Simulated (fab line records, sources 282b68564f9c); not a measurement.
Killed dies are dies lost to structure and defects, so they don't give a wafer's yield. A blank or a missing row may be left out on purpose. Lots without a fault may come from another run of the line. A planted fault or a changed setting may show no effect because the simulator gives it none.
fab line records | flow rit_cmos
record lots=5 wafers=15 last_day=7
route steps=202 shown PRETRO@71 GATE@75 FOX2@80
lots that met no fault: from a run of the same line without faults
start_h: hours from the record's first day to the start of the lot's first wafer shown | wait_h: hours since the lot's step before | " the same as in the row above | L1.1+2: a row that stands for several wafers | - no value, or no start given | * or withheld: withheld | < > ~ a bound
route shown NAME@n: a module of which the file shows steps, and the number in the route of the first | usual: mean/standard deviation of fault-free wafers | same: alike in all rows | chamber/n: place in a boat | sites: the reading at each site | _std_site: their standard deviation | _edge_site: outer sites' mean less inner sites' | radius_mm: how far each site lies from the wafer's centre | mask NAME#n: copy n | behind: the tool/chamber that last shaped the wafer | hold: why the lot was held/for how many hours/how that ended | device: the transistor (n, p or np) that didn't switch | end of line: the same wafers' tests at the end of the route | a step without rows: its recipe alone | killed: dies lost to structure and defects at the first sort, not the wafer's yield | map: a wafer's dies, x killed, . not, _ none there
set.NAME: the setting as run; set.NAME@STEP: as run at that earlier step | model.NAME: the simulator's own value behind a step, which no gauge read
lots at some steps of the route; a table a step, a row a wafer
services: from which hour (start_h, from the record's first day; less than 0 if before it) a tool's chamber was out of use, for how many hours, and why
## steps
# step RIT_PRETRO_HARDBAKE_07
# recipe resist=NOVOLAK temp_c=140 time_s=120
# usual resist_line_temp_C=23.01/0.11
# columns lot.wafer tool chamber start_h wait_h resist_line_temp_C
L079.2 litho_track-01 0 56.43 0.1 22.97
L079.3 " 0 " " 23.00
L079.4 " 0 " " 23.11
L081.1 litho_track-01 0 66.59 0.0 23.05
L081.2 " 0 " " 22.80
L081.3 " 0 " " 22.90
L082.1 litho_track-02 0 70.76 0.0 22.99
L082.3 " 0 " " 22.94
L082.4 " 0 " " 22.98
L086.3 litho_track-03 0 90.67 0.1 22.97
L086.4 " 0 " " 22.85
L086.6 " 0 " " 22.79
L095.2 litho_track-03 0 136.50 0.2 22.98
L095.3 " 0 " " 23.02
L095.6 " 0 " " 22.86
# step RIT_PRETRO_IMPLANT_08
# recipe species=B energy_kev=45 dose_cm2=1.2e+13 tilt_deg=7
# columns lot.wafer tool chamber start_h wait_h
L079.2+3+4 implanter-01 0 56.66 0.2
L081.1+2+3 implanter-02 0 66.84 0.2
L082.1+3+4 implanter-03 0 71.01 0.2
L086.3+4+6 implanter-03 0 90.88 0.2
L095.2+3+6 implanter-01 0 136.73 0.2
# step RIT_PRETRO_STRIP_09
# recipe chemistry=O2 time_s=180 resist=NOVOLAK platen_temp_c=withheld power_w=500 pressure_mtorr=4000 o2_flow_sccm=4000
# usual drypump_motor_current_A=5.7/0.42
# columns lot.wafer tool chamber start_h wait_h drypump_motor_current_A rf_hours_counter_h
L079.2 plasma_asher-03 1 56.79 0.1 5.6 29
L079.3 " 1 " " 5.5 -
L079.4 " 0 " " 6.3 -
L081.1 plasma_asher-03 0 66.99 0.1 6.3 30
L081.2 " 1 " " 5.5 30
L081.3 " 0 " " 6.3 -
L082.1 plasma_asher-03 1 71.16 0.1 5.6 30
L082.3 " 1 " " 5.6 -
L082.4 " 0 " " 6.3 -
L086.3 plasma_asher-01 0 91.04 0.1 6.1 -
L086.4 " 1 " " 5.4 -
L086.6 " 1 " " 5.4 -
L095.2 plasma_asher-02 0 136.85 0.1 5.2 2
L095.3 " 1 " " 5.5 -
L095.6 " 1 " " 5.5 -
# step RIT_PRETRO_TW_MEAS_10
# usual PRETRO_TW=473.4/3
# columns lot.wafer tool chamber start_h wait_h PRETRO_TW
L079.2 film_metro-04 - 56.97 0.1 476.6
L079.3 " - " " 477.4
L079.4 " - " " 480.4
L081.1 film_metro-01 - 67.17 0.1 471.2
L081.2 " - " " 471.7
L081.3 " - " " 470.1
L082.1 film_metro-01 - 71.33 0.1 471.0
L082.3 " - " " 469.2
L082.4 " - " " 468.3
L086.3 film_metro-01 - 91.18 0.1 467.8
L086.4 " - " " 468.8
L086.6 " - " " 468.7
L095.2 film_metro-02 - 137.04 0.1 475.6
L095.3 " - " " 475.5
L095.6 " - " " 474.6
# step RIT_GATE_WET_ETCH_00
# recipe chemistry=BOE target=SiO2 target_depth_nm=56 time_s=60 dry=n2_spin dilution=10:1 temp_c=21.5
# usual temp_c=21.53/0.1
# columns lot.wafer tool chamber start_h wait_h temp_c
L079.2 wet_bench-02 0 57.02 0.0 21.38
L079.3 " 0 " " 21.27
L079.4 " 0 " " 21.47
L081.1 wet_bench-02 3 67.23 0.1 21.55
L081.2 " 3 " " 21.48
L081.3 " 3 " " 21.50
L082.1 wet_bench-01 2 71.39 0.1 21.46
L082.3 " 2 " " 21.41
L082.4 " 2 " " 21.54
L086.3 wet_bench-02 3 91.22 0.0 21.48
L086.4 " 3 " " 21.48
L086.6 " 3 " " 21.61
L095.2 wet_bench-04 1 137.09 0.0 21.54
L095.3 " 1 " " 21.56
L095.6 " 1 " " 21.58
# step RIT_GATE_CLEAN_01
# recipe chemistry=SC1 mix=3:3:50 time_s=600 temp_c=75
# usual temp_c=75.05/0.12
# columns lot.wafer tool chamber start_h wait_h temp_c
L079.2 wet_bench-01 1 57.05 0.0 75.15
L079.3 " 1 " " 75.19
L079.4 " 1 " " 74.98
L081.1 wet_bench-01 1 67.25 0.0 75.05
L081.2 " 1 " " 74.99
L081.3 " 1 " " 74.99
L082.1 wet_bench-02 1 71.42 0.0 74.97
L082.3 " 1 " " 75.06
L082.4 " 1 " " 75.16
L086.3 wet_bench-01 0 91.24 0.0 75.13
L086.4 " 0 " " 74.94
L086.6 " 0 " " 74.91
L095.2 wet_bench-01 2 137.12 0.0 75.24
L095.3 " 2 " " 75.16
L095.6 " 2 " " 74.90
# step RIT_GATE_CLEAN_02
# recipe chemistry=dHF dilution=50:1 time_s=30
# columns lot.wafer tool chamber start_h wait_h
L079.2+3+4 wet_bench-04 0 57.25 0.0
L081.1+2+3 wet_bench-04 1 67.43 0.0
L082.1+3+4 wet_bench-01 3 71.61 0.0
L086.3+4+6 wet_bench-04 2 91.43 0.0
L095.2+3+6 wet_bench-04 1 137.31 0.0
# step RIT_GATE_CLEAN_03
# recipe chemistry=SC2 mix=3:3:50 time_s=600 temp_c=75 dry=n2_spin
# usual temp_c=74.98/0.11
# columns lot.wafer tool chamber start_h wait_h temp_c
L079.2 wet_bench-02 2 57.29 0.0 74.91
L079.3 " 2 " " 74.83
L079.4 " 2 " " 74.92
L081.1 wet_bench-02 3 67.50 0.0 74.98
L081.2 " 3 " " 74.95
L081.3 " 3 " " 74.89
L082.1 wet_bench-04 0 71.63 0.0 75.23
L082.3 " 0 " " 75.21
L082.4 " 0 " " 75.00
L086.3 wet_bench-02 2 91.45 0.0 74.88
L086.4 " 2 " " 74.89
L086.6 " 2 " " 74.96
L095.2 wet_bench-02 3 137.33 0.0 75.06
L095.3 " 3 " " 74.91
L095.6 " 3 " " 75.09
# step RIT_GATE_CLEAN_04
# recipe chemistry=dHF dilution=50:1 time_s=60 dry=n2_spin
# columns lot.wafer tool chamber start_h wait_h
L079.2+3+4 wet_bench-01 0 57.46 0.0
L081.1+2+3 wet_bench-04 1 67.67 0.0
L082.1+3+4 wet_bench-02 3 72.33 0.0
L086.3+4+6 wet_bench-01 3 91.62 0.0
L095.2+3+6 wet_bench-01 2 137.50 0.0
# step RIT_FOX2_THK_MEAS_91
# recipe reads=SiO2_of_FOX2_OXIDATION_00
# usual FIELD_OXIDE_LEFT_2_THK=257/6.3
# columns lot.wafer tool chamber start_h wait_h FIELD_OXIDE_LEFT_2_THK[nm]
L079.2 film_metro-03 - 57.50 0.0 261
L079.3 " - " " 254
L079.4 " - " " 258
L081.1 film_metro-01 - 67.77 0.0 262
L081.2 " - " " 260
L081.3 " - " " 258
L082.1 film_metro-02 - 72.35 0.0 254
L082.3 " - " " 251
L082.4 " - " " 258
L086.3 film_metro-03 - 91.67 0.0 253
L086.4 " - " " 254
L086.6 " - " " 253
L095.2 film_metro-01 - 137.54 0.0 262
L095.3 " - " " 259
L095.6 " - " " 255
# step RIT_GATE_OXIDATION_05
# recipe temp_c=900 ambient=O2 target_thk_a=30 ox_time_s=270
# columns lot.wafer tool chamber start_h wait_h
L079.2+3+4 furnace-01 0 57.86 0.4
L081.1+2+3 furnace-04 0 67.83 0.1
L082.1+3+4 furnace-04 0 72.41 0.1
L086.3+4+6 furnace-03 0 91.95 0.3
L095.2+3+6 furnace-01 0 137.59 0.0
# step RIT_GATE_ANNEAL_06
# recipe temp_c=900 time_s=600 ambient=N2O
# columns lot.wafer tool chamber start_h wait_h
L079.2+3+4 furnace-03 0 58.94 0.0
L081.1+2+3 furnace-04 0 68.91 0.0
L082.1+3+4 furnace-01 0 73.90 0.4
L086.3+4+6 furnace-03 0 93.02 0.0
L095.2+3+6 furnace-03 0 138.66 0.0
# step RIT_GATE_THK_MEAS_07
# recipe reads=SiO2_of_GATE_OXIDATION_05
# usual GATE_OXIDE_THK=3.00/0.069
# columns lot.wafer tool chamber start_h wait_h GATE_OXIDE_THK[nm]
L079.2 film_metro-02 - 59.20 0.0 2.97
L079.3 " - " " 3.01
L079.4 " - " " 2.98
L081.1 film_metro-03 - 69.16 0.0 3.12
L081.2 " - " " 3.13
L081.3 " - " " 3.06
L082.1 film_metro-02 - 74.15 0.0 3.05
L082.3 " - " " 3.00
L082.4 " - " " 2.90
L086.3 film_metro-03 - 93.29 0.0 2.94
L086.4 " - " " 2.88
L086.6 " - " " 2.93
L095.2 film_metro-03 - 138.92 0.0 3.06
L095.3 " - " " 3.00
L095.6 " - " " 3.08
# step RIT_GATE_CVD_08
# recipe material=poly-Si target_thk_nm=250 temp_c=610 precursor=SiH4 time_s=2220 pressure_mtorr=300 sih4_flow_sccm=100
# columns lot.wafer tool chamber start_h wait_h
L079.2+3+4 lpcvd-02 0 59.25 0.0
L081.1+2+3 lpcvd-02 1 69.22 0.1
L082.1+3+4 lpcvd-01 1 74.21 0.1
L086.3+4+6 lpcvd-01 0 93.33 0.0
L095.2+3+6 lpcvd-02 0 138.97 0.0
# step RIT_GATE_THK_MEAS_09
# recipe reads=poly-Si_of_GATE_CVD_08
# usual GATE_POLY_THK=249.0/2.1
# columns lot.wafer tool chamber start_h wait_h GATE_POLY_THK[nm]
L079.2 film_metro-01 - 60.88 0.0 247.4
L079.3 " - " " 251.2
L079.4 " - " " 249.5
L081.1 film_metro-03 - 71.64 0.0 249.4
L081.2 " - " " 250.4
L081.3 " - " " 250.9
L082.1 film_metro-03 - 75.83 0.0 249.8
L082.3 " - " " 251.4
L082.4 " - " " 249.9
L086.3 film_metro-02 - 94.97 0.0 246.2
L086.4 " - " " 245.8
L086.6 " - " " 244.4
L095.2 film_metro-01 - 140.60 0.0 247.3
L095.3 " - " " 245.9
L095.6 " - " " 247.8
# step RIT_GATE_HMDS_10
# recipe prime_time_s=60 prime_temp_c=140
# usual resist_line_temp_C=22.99/0.12
# columns lot.wafer tool chamber start_h wait_h resist_line_temp_C
L079.2 litho_track-04 0 60.95 0.1 22.94
L079.3 " 0 " " 22.89
L079.4 " 0 " " 23.02
L081.1 litho_track-02 0 71.70 0.1 23.00
L081.2 " 0 " " 22.88
L081.3 " 0 " " 22.97
L082.1 litho_track-02 0 75.89 0.1 23.05
L082.3 " 0 " " 22.99
L082.4 " 0 " " 23.06
L086.3 litho_track-02 0 95.06 0.1 22.95
L086.4 " 0 " " 22.93
L086.6 " 0 " " 22.98
L095.2 litho_track-04 0 140.70 0.1 22.90
L095.3 " 0 " " 22.90
L095.6 " 0 " " 22.98
# step RIT_GATE_COAT_11
# recipe resist=NOVOLAK spin_rpm=4250 resist_thk_nm=850
# usual resist_line_temp_C=23.01/0.11
# columns lot.wafer tool chamber start_h wait_h resist_line_temp_C
L079.2 litho_track-04 0 61.10 0.1 22.96
L079.3 " 0 " " 22.91
L079.4 " 0 " " 22.92
L081.1 litho_track-02 0 71.85 0.1 23.12
L081.2 " 0 " " 23.20
L081.3 " 0 " " 23.13
L082.1 litho_track-02 0 76.04 0.1 23.12
L082.3 " 0 " " 23.19
L082.4 " 0 " " 23.13
L086.3 litho_track-02 0 95.21 0.1 22.90
L086.4 " 0 " " 23.08
L086.6 " 0 " " 22.98
L095.2 litho_track-04 0 140.85 0.1 23.09
L095.3 " 0 " " 23.08
L095.6 " 0 " " 22.96
# step RIT_GATE_SOFTBAKE_12
# recipe resist=NOVOLAK temp_c=90 time_s=60
# usual resist_line_temp_C=23.02/0.11
# columns lot.wafer tool chamber start_h wait_h resist_line_temp_C
L079.2 litho_track-04 0 61.25 0.1 22.86
L079.3 " 0 " " 22.98
L079.4 " 0 " " 22.88
L081.1 litho_track-02 0 72.00 0.1 23.08
L081.2 " 0 " " 22.91
L081.3 " 0 " " 22.77
L082.1 litho_track-02 0 76.19 0.1 22.92
L082.3 " 0 " " 23.10
L082.4 " 0 " " 22.94
L086.3 litho_track-02 0 95.36 0.1 23.11
L086.4 " 0 " " 23.13
L086.6 " 0 " " 22.99
L095.2 litho_track-04 0 141.00 0.1 23.15
L095.3 " 0 " " 23.01
L095.6 " 0 " " 23.16
# step RIT_GATE_EXPOSE_13
# recipe mask_id=M6 na=0.6 source_shape=conventional sigma_outer=0.6 target_cd_nm=150 dose_mj=380
# columns lot.wafer tool chamber start_h wait_h mask
L079.2+3+4 iline_stepper-01 0 61.40 0.1 M6#0
L081.1+2+3 iline_stepper-01 0 72.28 0.2 M6#0
L082.1+3+4 iline_stepper-02 0 76.47 0.2 M6#0
L086.3+4+6 iline_stepper-02 0 95.62 0.2 M6#0
L095.2+3+6 iline_stepper-02 0 141.27 0.2 M6#0
## services
# columns tool chamber start_h hours kind
implanter-02 - 43.73 0.7 repair
implanter-03 - 44.16 9.5 repair
wet_bench-04 - 46.02 2.9 repair
plasma_asher-01 - 46.76 12.8 repair
iline_stepper-02 - 47.05 1.7 pm
plasma_asher-02 - 69.46 7.5 repair
implanter-01 - 77.38 49.9 pm
furnace-04 - 83.67 3.8 pm
plasma_asher-03 - 93.85 2.8 pm
plasma_asher-02 - 108.75 9.0 pm
plasma_asher-02 0 108.75 9.0 vent_cycle
plasma_asher-02 1 108.75 9.0 vent_cycle
plasma_asher-02 0 117.75 - clean
plasma_asher-02 1 117.75 - clean
plasma_asher-01 - 120.14 15.6 pm
iline_stepper-01 - 122.91 1.7 pm
implanter-03 - 126.30 4.0 pm
## key
fault none
